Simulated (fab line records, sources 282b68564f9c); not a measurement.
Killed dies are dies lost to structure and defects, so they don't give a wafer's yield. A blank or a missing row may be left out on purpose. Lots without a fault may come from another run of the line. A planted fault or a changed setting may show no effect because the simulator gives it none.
fab line records | flow rit_cmos
record lots=5 wafers=23
route steps=202 shown ACTIVE@4 FOX1@22 FOX2@23 NWELL@36 PWELL@47 WELLDRIVE@50 NRETRO@55 GATE@88 NLDD@111
start_h: hours from the record's first day to the start of the lot's first wafer shown | wait_h: hours since the lot's step before | " the same as in the row above | L1.1+2: a row that stands for several wafers | - no value, or no start given | * or withheld: withheld | < > ~ a bound
route shown NAME@n: a module of which the file shows steps, and the number in the route of the first | usual: mean/standard deviation of fault-free wafers | same: alike in all rows | chamber/n: place in a boat | sites: the reading at each site | _std_site: their standard deviation | _edge_site: outer sites' mean less inner sites' | radius_mm: how far each site lies from the wafer's centre | mask NAME#n: copy n | behind: the tool/chamber that last shaped the wafer | hold: why the lot was held/for how many hours/how that ended | device: the transistor (n, p or np) that didn't switch | end of line: the same wafers' tests at the end of the route | a step without rows: its recipe alone | killed: dies lost to structure and defects at the first sort, not the wafer's yield | map: a wafer's dies, x killed, . not, _ none there
set.NAME: the setting as run; set.NAME@STEP: as run at that earlier step | model.NAME: the simulator's own value behind a step, which no gauge read
lots whose settings were changed on purpose; a table a step, a row a wafer
## steps
# step RIT_ACTIVE_CVD_03
# recipe material=Si3N4 target_thk_nm=150 temp_c=810 precursor=SiH2Cl2/NH3 time_s=1500 pressure_mtorr=300 sih2cl2_flow_sccm=60 nh3_flow_sccm=150
# columns lot.wafer tool chamber start_h wait_h set.pressure_mtorr model.Si3N4_of_ACTIVE_CVD_03.thk_nm
L074.1 - - - 0.1 340.8 157.3
L074.3 " - " " 340.8 156.7
L074.4 " - " " 340.8 158.2
L074.5 " - " " 340.8 157.2
L074.6 " - " " 340.8 156.2
L075.1 - - - 0.1 313.5 151.7
L075.2 " - " " 313.5 151.5
L075.3 " - " " 313.5 152.2
L075.4 " - " " 313.5 152.1
L075.6 " - " " 313.5 152.9
L078.2 - - - 0.0 284.2 148.2
L078.3 " - " " 284.2 147.6
L078.4 " - " " 284.2 147.1
L078.5 " - " " 284.2 147
L078.6 " - " " 284.2 146.5
L081.1 - - - 0.1 261.5 143.8
L081.3 " - " " 261.5 144.3
L081.4 " - " " 261.5 144.5
L081.5 " - " " 261.5 143.5
L081.6 " - " " 261.5 144.4
L084.3+4 lpcvd-01 0 62.18 0.0 300 150.6
L084.6 " 0 " " 300 150.8
# step RIT_ACTIVE_THK_MEAS_04
# recipe reads=Si3N4_of_ACTIVE_CVD_03
# usual ACTIVE_NITRIDE_THK=149.8/0.99
# columns lot.wafer tool chamber start_h wait_h set.pressure_mtorr@ACTIVE_CVD_03 ACTIVE_NITRIDE_THK[nm]
L074.1 film_metro-02 - - - 340.8 157.2
L074.3 " - " " 340.8 156.9
L074.4 " - " " 340.8 158.3
L074.5 " - " " 340.8 157.2
L074.6 " - " " 340.8 156.4
L075.1 film_metro-01 - - - 313.5 151.8
L075.2 " - " " 313.5 151.5
L075.3 " - " " 313.5 152.4
L075.4 " - " " 313.5 152.3
L075.6 " - " " 313.5 152.9
L078.2 film_metro-02 - - - 284.2 148.3
L078.3 " - " " 284.2 147.6
L078.4 " - " " 284.2 147.2
L078.5 " - " " 284.2 146.9
L078.6 " - " " 284.2 146.5
L081.1 film_metro-01 - - - 261.5 143.7
L081.3 " - " " 261.5 144.4
L081.4 " - " " 261.5 144.4
L081.5 " - " " 261.5 143.6
L081.6 " - " " 261.5 144.4
L084.3 film_metro-02 - 63.62 0.0 300 150.7
L084.4 " - " " 300 150.6
L084.6 " - " " 300 150.8
# step RIT_ACTIVE_EXPOSE_08
# recipe mask_id=M1 na=0.6 source_shape=conventional sigma_outer=0.6 target_cd_nm=1400 dose_mj=225
# columns lot.wafer tool chamber start_h wait_h mask set.dose_mj
L074.1+3+6 iline_stepper-02 0 14.04 0.1 M1#0 235.2
L074.4+5 " 0 " " M1#0 225
L075.1+2+6 iline_stepper-01 0 19.16 0.2 M1#0 225
L075.3+4 " 0 " " M1#0 218.6
L078.2+3+4+5+6 iline_stepper-02 0 35.43 0.2 M1#0 225
L081.1+3+4+5+6 iline_stepper-01 0 49.16 0.2 M1#0 225
L084.3+4+6 iline_stepper-02 0 64.15 0.1 M1#0 225
# step RIT_ACTIVE_PEB_09
# recipe resist=NOVOLAK temp_c=withheld time_s=withheld
# step RIT_ACTIVE_DEVELOP_10
# recipe resist=NOVOLAK develop_time_s=50 dev_temp_c=23
# step RIT_ACTIVE_CD_MEAS_11
# recipe target_cd_nm=1400
# usual cd_nm=1399.6/2.7
# columns lot.wafer tool chamber start_h wait_h set.dose_mj@ACTIVE_EXPOSE_08 cd_nm
L074.1 cd_sem-01 - 14.44 - 235.2 1386.4
L074.3 " - " " 235.2 1385.6
L074.4 " - " " 225 1398.8
L074.5 " - " " 225 1396.1
L074.6 " - " " 235.2 1384.3
L075.1 cd_sem-02 - 19.56 - 225 1400.3
L075.2 " - " " 225 1397.2
L075.3 " - " " 218.6 1407.7
L075.4 " - " " 218.6 1406.5
L075.6 " - " " 225 1398.4
L078.2 cd_sem-01 - 35.83 - 225 1398.4
L078.3 " - " " 225 1399.0
L078.4 " - " " 225 1398.9
L078.5 " - " " 225 1401.0
L078.6 " - " " 225 1398.8
L081.1 cd_sem-01 - 49.56 - 225 1404.3
L081.3 " - " " 225 1404.0
L081.4 " - " " 225 1401.5
L081.5 " - " " 225 1402.9
L081.6 " - " " 225 1402.7
L084.3 cd_sem-02 - 64.71 - 225 1398.2
L084.4 " - " " 225 1398.8
L084.6 " - " " 225 1396.3
# step RIT_ACTIVE_ETCH_13
# recipe stop_on=SiO2 chemistry=SF6 target=Si3N4 time_s=210 over_etch_frac=0.4 SF6_flow_sccm=200 pressure_mtorr=260 rf_w=125 target_depth_a=2100
# columns lot.wafer tool chamber start_h wait_h set.rf_w set.pressure_mtorr@ACTIVE_CVD_03 set.dose_mj@ACTIVE_EXPOSE_08 model.NOVOLAK_of_ACTIVE_COAT_06.thk_nm model.etch.depth_nm model.ACTIVE.cd_nm
L074.1 rie_diel-04 3 14.71 0.1 125 340.8 235.2 651.8 157.3 1386
L074.3 " 1 " " 125 340.8 235.2 648.2 156.7 1385
L074.4 " 3 " " 111.5 340.8 225 675.2 - 1399
L074.5 " 1 " " 125 340.8 225 650 157.2 1396
L074.6 " 2 " " 111.5 340.8 235.2 674.8 - 1385
L075.1 rie_diel-02 0 19.83 0.1 136.8 313.5 225 632.2 - 1400
L075.2 " 1 " " 125 313.5 225 650 - 1397
L075.3 " 3 " " 125 313.5 218.6 659.6 152.2 1408
L075.4 " 2 " " 136.8 313.5 218.6 629.5 152.1 1406
L075.6 " 3 " " 125 313.5 225 654 152.9 1399
L078.2 rie_diel-03 1 36.08 0.1 125 284.2 225 649.6 148.2 1398
L078.3 " 2 " " 125 284.2 225 663.1 147.6 1399
L078.4 " 3 " " 125 284.2 225 652.2 147.1 1399
L078.5 " 1 " " 125 284.2 225 651.1 147 1401
L078.6 " 0 " " 125 284.2 225 662.8 146.5 1399
L081.1 rie_diel-04 1 49.83 0.1 125 261.5 225 655.9 143.8 1404
L081.3 " 3 " " 125 261.5 225 653.2 144.3 1404
L081.4 " 1 " " 116.5 261.5 225 671.6 144.5 1402
L081.5 " 3 " " 116.5 261.5 225 670.5 143.5 1403
L081.6 " 2 " " 116.5 261.5 225 669.8 144.4 1403
L084.3 rie_diel-02 3 64.94 0.1 125 300 225 656 150.6 1398
L084.4 " 2 " " 125 300 225 654.2 150.6 1399
L084.6 " 3 " " 125 300 225 653.8 150.8 1396
# step RIT_ACTIVE_STRIP_14
# recipe chemistry=O2 time_s=180 resist=NOVOLAK platen_temp_c=withheld power_w=500 pressure_mtorr=4000 o2_flow_sccm=4000
# step RIT_ACTIVE_CD_MEAS_90
# recipe target_cd_nm=1400
# usual cd_nm=1399.6/2.7
# columns lot.wafer tool chamber start_h wait_h set.dose_mj@ACTIVE_EXPOSE_08 cd_nm
L074.1 cd_sem-02 - 15.02 0.1 235.2 1386.4
L074.3 " - " " 235.2 1385.4
L074.4 " - " " 225 1398.9
L074.5 " - " " 225 1396.3
L074.6 " - " " 235.2 1384.4
L075.1 cd_sem-01 - 20.14 0.1 225 1399.8
L075.2 " - " " 225 1397.3
L075.3 " - " " 218.6 1407.7
L075.4 " - " " 218.6 1406.2
L075.6 " - " " 225 1398.9
L078.2 cd_sem-02 - 36.41 0.1 225 1398.2
L078.3 " - " " 225 1399.2
L078.4 " - " " 225 1398.8
L078.5 " - " " 225 1400.7
L078.6 " - " " 225 1399.0
L081.1 cd_sem-01 - 50.14 0.1 225 1403.8
L081.3 " - " " 225 1403.6
L081.4 " - " " 225 1401.6
L081.5 " - " " 225 1403.4
L081.6 " - " " 225 1402.4
L084.3 cd_sem-02 - 65.28 0.1 225 1398.5
L084.4 " - " " 225 1398.8
L084.6 " - " " 225 1396.5
# step RIT_FOX1_WET_ETCH_02
# recipe chemistry=BOE target_depth_nm=350 time_s=390 temp_c=21.5 dry=n2_spin dilution=10:1 target=SiO2
# columns lot.wafer tool chamber start_h wait_h set.time_s
L074.1+3+4+5+6 - - - 0.1 390
L075.1+2+3+4+6 - - - 0.1 415.7
L078.2+3+4+5+6 - - - 0.0 411.7
L081.1+3+4+5+6 - - - 0.1 390
L084.3+4+6 wet_bench-02 1 67.10 0.0 390
# step RIT_FOX2_OXIDATION_00
# recipe temp_c=1100 ambient=H2O target_thk_a=3507 p_h2o_torr=720 ox_time_s=1130
# columns lot.wafer tool chamber start_h wait_h set.pressure_mtorr@ACTIVE_CVD_03 model.Si3N4_of_ACTIVE_CVD_03.thk_nm
L074.1+5 furnace-03 0 - - 340.8 138.5
L074.3 " 0 " " 340.8 137.9
L074.4 " 0 " " 340.8 139.5
L074.6 " 0 " " 340.8 137.4
L075.1 furnace-02 0 - - 313.5 133
L075.2 " 0 " " 313.5 132.8
L075.3 " 0 " " 313.5 133.5
L075.4 " 0 " " 313.5 133.3
L075.6 " 0 " " 313.5 134.2
L078.2 furnace-04 0 - - 284.2 129.5
L078.3 " 0 " " 284.2 128.9
L078.4 " 0 " " 284.2 128.4
L078.5 " 0 " " 284.2 128.3
L078.6 " 0 " " 284.2 127.7
L081.1 furnace-03 0 - - 261.5 124.9
L081.3 " 0 " " 261.5 125.4
L081.4 " 0 " " 261.5 125.6
L081.5 " 0 " " 261.5 124.6
L081.6 " 0 " " 261.5 125.5
L084.3 furnace-02 0 67.56 0.3 300 131.8
L084.4 " 0 " " 300 131.9
L084.6 " 0 " " 300 132.1
# step RIT_NWELL_IMPLANT_08
# recipe species=P energy_kev=170 dose_cm2=5e+13 tilt_deg=7
# columns lot.wafer tool chamber start_h wait_h set.dose_cm2
L074.1+5 implanter-03 0 21.93 0.2 5e+13
L074.3+4+6 " 0 " " 4.659e+13
L075.1+2+3 implanter-04 0 25.70 0.2 5e+13
L075.4+6 " 0 " " 4.718e+13
L078.2+3+4+5+6 implanter-03 0 41.85 0.2 5e+13
L081.1+3+4+5+6 implanter-03 0 55.66 0.2 5e+13
L084.3+4+6 implanter-03 0 71.17 0.2 5e+13
# step RIT_PWELL_IMPLANT_08
# recipe species=B energy_kev=170 dose_cm2=7e+13 tilt_deg=7
# columns lot.wafer tool chamber start_h wait_h set.dose_cm2
L074.1+4+6 implanter-02 0 23.64 0.2 7e+13
L074.3+5 " 0 " " 7.212e+13
L075.1+3+6 implanter-03 0 27.25 0.2 7e+13
L075.2+4 " 0 " " 7.515e+13
L078.2+3+4+5+6 implanter-03 0 43.40 0.2 7e+13
L081.1+3+4+5+6 implanter-02 0 57.43 0.2 7e+13
L084.3+4+6 implanter-03 0 72.85 0.2 7e+13
# step RIT_PWELL_STRIP_09
# recipe chemistry=O2 time_s=180 resist=NOVOLAK platen_temp_c=withheld power_w=500 pressure_mtorr=4000 o2_flow_sccm=4000
# step RIT_PWELL_TW_MEAS_10
# usual PWELL_TW=958/4.5
# columns lot.wafer tool chamber start_h wait_h set.dose_cm2@PWELL_IMPLANT_08 PWELL_TW
L074.1 film_metro-04 - 23.96 0.1 7e+13 958
L074.3 " - " " 7.212e+13 971
L074.4 " - " " 7e+13 962
L074.5 " - " " 7.212e+13 964
L074.6 " - " " 7e+13 960
L075.1 film_metro-04 - 27.57 0.1 7e+13 958
L075.2 " - " " 7.515e+13 978
L075.3 " - " " 7e+13 963
L075.4 " - " " 7.515e+13 982
L075.6 " - " " 7e+13 965
L078.2 film_metro-02 - 43.71 0.1 7e+13 958
L078.3 " - " " 7e+13 951
L078.4 " - " " 7e+13 953
L078.5 " - " " 7e+13 956
L078.6 " - " " 7e+13 951
L081.1 film_metro-02 - 57.75 0.1 7e+13 956
L081.3 " - " " 7e+13 958
L081.4 " - " " 7e+13 958
L081.5 " - " " 7e+13 954
L081.6 " - " " 7e+13 957
L084.3 film_metro-04 - 73.15 0.1 7e+13 955
L084.4 " - " " 7e+13 955
L084.6 " - " " 7e+13 956
# step RIT_WELLDRIVE_ANNEAL_00
# recipe temp_c=1100 time_s=14700 ambient=N2
# step RIT_WELLDRIVE_RS_MEAS_01
# recipe thk_meas_gauge=four-point-probe
# usual NWELL_RS=275.7/0.6
# columns lot.wafer tool chamber start_h wait_h set.dose_cm2@NWELL_IMPLANT_08 NWELL_RS[ohm/sq]
L074.1 film_metro-02 - 29.11 0.0 5e+13 275.1
L074.3 " - " " 4.659e+13 287.0
L074.4 " - " " 4.659e+13 288.0
L074.5 " - " " 5e+13 275.8
L074.6 " - " " 4.659e+13 287.9
L075.1 film_metro-04 - 33.45 0.0 5e+13 276.3
L075.2 " - " " 5e+13 274.9
L075.3 " - " " 5e+13 275.2
L075.4 " - " " 4.718e+13 285.6
L075.6 " - " " 4.718e+13 285.4
L078.2 film_metro-04 - 48.87 0.0 5e+13 276.2
L078.3 " - " " 5e+13 275.9
L078.4 " - " " 5e+13 276.5
L078.5 " - " " 5e+13 276.9
L078.6 " - " " 5e+13 276.1
L081.1 film_metro-04 - 62.90 0.0 5e+13 276.1
L081.3 " - " " 5e+13 275.8
L081.4 " - " " 5e+13 275.7
L081.5 " - " " 5e+13 276.4
L081.6 " - " " 5e+13 276.4
L084.3 film_metro-02 - 78.43 0.0 5e+13 276.8
L084.4 " - " " 5e+13 275.6
L084.6 " - " " 5e+13 276.8
# step RIT_WELLDRIVE_RS_MEAS_02
# recipe thk_meas_gauge=four-point-probe
# usual PWELL_RS=429.9/1.1
# columns lot.wafer tool chamber start_h wait_h set.dose_cm2@PWELL_IMPLANT_08 PWELL_RS[ohm/sq]
L074.1 film_metro-02 - 29.23 0.1 7e+13 430.1
L074.3 " - " " 7.212e+13 421.5
L074.4 " - " " 7e+13 429.7
L074.5 " - " " 7.212e+13 422.0
L074.6 " - " " 7e+13 430.3
L075.1 film_metro-04 - 33.57 0.1 7e+13 428.8
L075.2 " - " " 7.515e+13 408.9
L075.3 " - " " 7e+13 429.0
L075.4 " - " " 7.515e+13 410.0
L075.6 " - " " 7e+13 428.8
L078.2 film_metro-04 - 48.99 0.1 7e+13 431.2
L078.3 " - " " 7e+13 431.0
L078.4 " - " " 7e+13 429.3
L078.5 " - " " 7e+13 430.5
L078.6 " - " " 7e+13 429.5
L081.1 film_metro-04 - 63.02 0.1 7e+13 428.0
L081.3 " - " " 7e+13 429.2
L081.4 " - " " 7e+13 428.5
L081.5 " - " " 7e+13 429.4
L081.6 " - " " 7e+13 429.1
L084.3 film_metro-02 - 78.55 0.1 7e+13 431.0
L084.4 " - " " 7e+13 429.7
L084.6 " - " " 7e+13 429.5
# step RIT_NRETRO_SOFTBAKE_02
# recipe resist=NOVOLAK temp_c=90 time_s=60
# columns lot.wafer tool chamber start_h wait_h set.temp_c
L074.1+3+4 litho_track-04 0 29.65 0.1 90
L074.5+6 " 0 " " 92.64
L075.1+3 litho_track-02 0 33.99 0.1 90
L075.2+4+6 " 0 " " 91.83
L078.2+6 litho_track-04 0 49.41 0.1 90
L078.3+4+5 " 0 " " 88.73
L081.1+5 litho_track-01 0 63.44 0.1 88.28
L081.3+4+6 " 0 " " 90
L084.3+4+6 litho_track-02 0 78.98 0.1 90
# step RIT_NRETRO_EXPOSE_03
# recipe mask_id=M4 na=0.57 target_cd_nm=43900 dose_mj=250
# step RIT_NRETRO_PEB_04
# recipe resist=NOVOLAK temp_c=withheld time_s=withheld
# step RIT_NRETRO_DEVELOP_05
# recipe resist=NOVOLAK develop_time_s=68 dev_temp_c=23
# columns lot.wafer tool chamber start_h wait_h set.temp_c@NRETRO_SOFTBAKE_02 model.NOVOLAK_of_NRETRO_COAT_01.thk_nm
L074.1 litho_track-04 0 - - 90 1308
L074.3+4 " 0 " " 90 1304
L074.5 " 0 " " 92.64 1292
L074.6 " 0 " " 92.64 1297
L075.1 litho_track-01 0 - - 90 1302
L075.2 " 0 " " 91.83 1290
L075.3 " 0 " " 90 1296
L075.4 " 0 " " 91.83 1292
L075.6 " 0 " " 91.83 1291
L078.2+6 litho_track-04 0 - - 90 1297
L078.3 " 0 " " 88.73 1305
L078.4 " 0 " " 88.73 1303
L078.5 " 0 " " 88.73 1302
L081.1 litho_track-01 0 - - 88.28 1299
L081.3 " 0 " " 90 1300
L081.4 " 0 " " 90 1293
L081.5 " 0 " " 88.28 1304
L081.6 " 0 " " 90 1297
L084.3+6 litho_track-01 0 - - 90 1299
L084.4 " 0 " " 90 1298
# step RIT_GATE_SOFTBAKE_12
# recipe resist=NOVOLAK temp_c=90 time_s=60
# columns lot.wafer tool chamber start_h wait_h set.temp_c
L074.1+3+5 litho_track-01 0 36.81 0.1 90
L074.4+6 " 0 " " 86.73
L075.1+2+6 litho_track-02 0 40.90 0.1 90
L075.3+4 " 0 " " 91.28
L078.2+3+4 litho_track-02 0 56.05 0.1 90
L078.5+6 " 0 " " 91.24
L081.1+5+6 litho_track-03 0 70.51 0.1 93.53
L081.3+4 " 0 " " 90
L084.3+4+6 litho_track-01 0 90.09 0.1 90
# step RIT_GATE_DEVELOP_15
# recipe resist=NOVOLAK develop_time_s=50 dev_temp_c=23
# columns lot.wafer tool chamber start_h wait_h set.develop_time_s set.temp_c@GATE_SOFTBAKE_12 model.NOVOLAK_of_GATE_COAT_11.thk_nm
L074.1 litho_track-01 0 - - 50 90 842.9
L074.3 " 0 " " 50 90 845.3
L074.4 " 0 " " 50 86.73 852.5
L074.5 " 0 " " 50 90 844.8
L074.6 " 0 " " 50 86.73 851.6
L075.1 litho_track-01 0 - - 55.55 90 850.5
L075.2 " 0 " " 55.55 90 849.8
L075.3 " 0 " " 55.55 91.28 847.2
L075.4 " 0 " " 50 91.28 849.4
L075.6 " 0 " " 50 90 849.2
L078.2 litho_track-01 0 - - 50 90 855.8
L078.3 " 0 " " 53.84 90 852.8
L078.4 " 0 " " 50 90 851.6
L078.5 " 0 " " 50 91.24 849.8
L078.6 " 0 " " 53.84 91.24 853
L081.1 litho_track-01 0 - - 46.23 93.53 842.5
L081.3 " 0 " " 46.23 90 851.9
L081.4 " 0 " " 46.23 90 851.6
L081.5 " 0 " " 50 93.53 844.8
L081.6 " 0 " " 50 93.53 841.5
L084.3 litho_track-03 0 - - 50 90 849.5
L084.4 " 0 " " 50 90 849.3
L084.6 " 0 " " 50 90 848.9
# step RIT_GATE_HARDBAKE_18
# recipe resist=NOVOLAK temp_c=140 time_s=60
# step RIT_GATE_ETCH_19
# recipe chemistry=SF6/CHF3/O2 time_s=165 SF6_flow_sccm=30 CHF3_flow_sccm=30 O2_flow_sccm=5 target=poly-Si pressure_mtorr=40 rf_w=160 target_depth_a=3125 over_etch_frac=0.25 stop_on=SiO2
# columns lot.wafer tool chamber start_h wait_h set.develop_time_s@GATE_DEVELOP_15 model.GATE.cd_nm
L074.1 rie_si-02 2 37.79 0.1 50 147.8
L074.3 " 0 " " 50 149.4
L074.4 " 3 " " 50 151.1
L074.5 " 1 " " 50 150
L074.6 " 0 " " 50 148.2
L075.1+2+3 rie_si-01 1,3,0 41.88 0.1 55.55 -
L075.4 " 2 " " 50 146.9
L075.6 " 0 " " 50 146.1
L078.2 rie_si-02 1 57.99 0.1 50 151.8
L078.3 " 2 " " 53.84 139.5
L078.4 " 3 " " 50 149.7
L078.5 " 2 " " 50 151
L078.6 " 1 " " 53.84 138.9
L081.1 rie_si-01 1 71.59 0.1 46.23 164
L081.3 " 0 " " 46.23 163.7
L081.4 " 3 " " 46.23 166.4
L081.5 " 0 " " 50 153.6
L081.6 " 1 " " 50 151.5
L084.3 rie_si-02 2 91.02 0.1 50 148.1
L084.4 " 3 " " 50 146.4
L084.6 " 0 " " 50 148.3
# step RIT_NLDD_IMPLANT_08
# recipe species=P energy_kev=20 dose_cm2=5e+14 tilt_deg=7
# columns lot.wafer tool chamber start_h wait_h set.energy_kev model.implant.drp_nm
L074.1+3 implanter-04 0 42.35 0.1 20 12.97
L074.4+5+6 " 0 " " 19.37 12.72
L075.1+2+3+4+6 implanter-04 0 46.70 0.1 20 12.97
L078.2+5+6 implanter-03 0 62.58 0.1 20 12.97
L078.3+4 " 0 " " 19.69 12.85
L081.1+3+4+5+6 implanter-03 0 76.14 0.1 20 12.97
L084.3+4+6 implanter-04 0 96.35 0.1 20 12.97
## key
split step=RIT_ACTIVE_CVD_03 setting=pressure_mtorr stated=300 by=lot
response step=RIT_ACTIVE_CVD_03 reading=model.Si3N4_of_ACTIVE_CVD_03.thk_nm change=+0.494 per=1% r=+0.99
response step=RIT_ACTIVE_THK_MEAS_04 reading=ACTIVE_NITRIDE_THK change=+0.497 per=1% r=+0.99
response step=RIT_ACTIVE_ETCH_13 reading=model.etch.depth_nm change=+0.495 per=1% r=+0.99
response step=RIT_FOX2_OXIDATION_00 reading=model.Si3N4_of_ACTIVE_CVD_03.thk_nm change=+0.498 per=1% r=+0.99
split step=RIT_ACTIVE_EXPOSE_08 setting=dose_mj stated=225 by=wafer
response step=RIT_ACTIVE_CD_MEAS_11 reading=cd_nm change=-2.74 per=1% r=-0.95
response step=RIT_ACTIVE_ETCH_13 reading=model.ACTIVE.cd_nm change=-2.74 per=1% r=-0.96
response step=RIT_ACTIVE_CD_MEAS_90 reading=cd_nm change=-2.75 per=1% r=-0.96
split step=RIT_ACTIVE_ETCH_13 setting=rf_w stated=125 by=wafer
response step=RIT_ACTIVE_ETCH_13 reading=model.NOVOLAK_of_ACTIVE_COAT_06.thk_nm change=-2.39 per=1% r=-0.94
split step=RIT_FOX1_WET_ETCH_02 setting=time_s stated=390 by=lot
response none clear
split step=RIT_NWELL_IMPLANT_08 setting=dose_cm2 stated=5e+13 by=wafer
response step=RIT_WELLDRIVE_RS_MEAS_01 reading=NWELL_RS change=-1.78 per=1% r=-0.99
split step=RIT_PWELL_IMPLANT_08 setting=dose_cm2 stated=7e+13 by=wafer
response step=RIT_PWELL_TW_MEAS_10 reading=PWELL_TW change=+2.49 per=1% r=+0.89
response step=RIT_WELLDRIVE_RS_MEAS_02 reading=PWELL_RS change=-2.65 per=1% r=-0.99
split step=RIT_NRETRO_SOFTBAKE_02 setting=temp_c stated=90 by=wafer
response step=RIT_NRETRO_DEVELOP_05 reading=model.NOVOLAK_of_NRETRO_COAT_01.thk_nm change=-3.58 per=1% r=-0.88
split step=RIT_GATE_SOFTBAKE_12 setting=temp_c stated=90 by=wafer
response step=RIT_GATE_DEVELOP_15 reading=model.NOVOLAK_of_GATE_COAT_11.thk_nm change=-2.08 per=1% r=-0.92
split step=RIT_GATE_DEVELOP_15 setting=develop_time_s stated=50 by=wafer
response step=RIT_GATE_ETCH_19 reading=model.GATE.cd_nm change=-1.56 per=1% r=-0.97
split step=RIT_NLDD_IMPLANT_08 setting=energy_kev stated=20 by=wafer
response step=RIT_NLDD_IMPLANT_08 reading=model.implant.drp_nm change=+0.0787 per=1% r=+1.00
